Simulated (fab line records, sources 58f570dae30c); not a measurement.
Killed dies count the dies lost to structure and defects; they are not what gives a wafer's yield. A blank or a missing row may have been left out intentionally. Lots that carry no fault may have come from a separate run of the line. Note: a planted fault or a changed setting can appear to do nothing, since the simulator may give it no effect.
Which tool is to blame?	flow berkeley cmos170	6 lots, 18 wafers sampled, at 2 steps of a route of 331

## WHAT THE GAUGES READ, wafer by wafer
UCB170_NWELL_OVL_MEAS_12.
lot	measured	on	NWELL_OVL (nm)
L584	day 2 21:25	overlay-01	6 -2 4
L587	day 3 14:14	overlay-01	-2 3 2
L594	day 5 03:12	overlay-02	-12 -7 -7
L600	day 6 09:01	overlay-02	-2 -3 -5
L602	day 6 16:03	overlay-01	8 3 5
L604	day 7 03:31	overlay-02	0 -6 4

## WHAT TOOL EACH LOT RAN ON (gives the tool, then ch and the chambers of the sampled wafers, and finally the start)
lot	UCB170_NWELL_EXPOSE_09
L584	krf scanner-01 ch 0, day 2 20:44
L587	krf scanner-01 ch 0, day 3 13:25
L594	krf scanner-02 ch 0, day 5 02:49
L600	krf scanner-02 ch 0, day 6 08:02
L602	krf scanner-02 ch 0, day 6 15:39
L604	krf scanner-01 ch 0, day 7 03:07
- UCB170_NWELL_EXPOSE_09: exposes mask NWELL, target cd 3000 nm.

## THE ANSWER, worked out from the rows above alone
Rule: usual is defined by the lots themselves. The widest of any qualifying gaps counts: lots, ordered by their means at a reading, are off when they make up no more than a third of the lots, leave a main group of 4 or more, and stand apart from it by 3 or more times the standard deviation of that group's means. The tables above print the reading to a certain number of digits; a main group whose means all agree to those digits is not used. Also off: a lot with no number at a reading for which 4 or more lots have one. The other lots that the step has rows for count as sound.
Nothing can be told from this: no lot is off at any reading shown.

## WHAT THE SIMULATOR HAD INSERTED
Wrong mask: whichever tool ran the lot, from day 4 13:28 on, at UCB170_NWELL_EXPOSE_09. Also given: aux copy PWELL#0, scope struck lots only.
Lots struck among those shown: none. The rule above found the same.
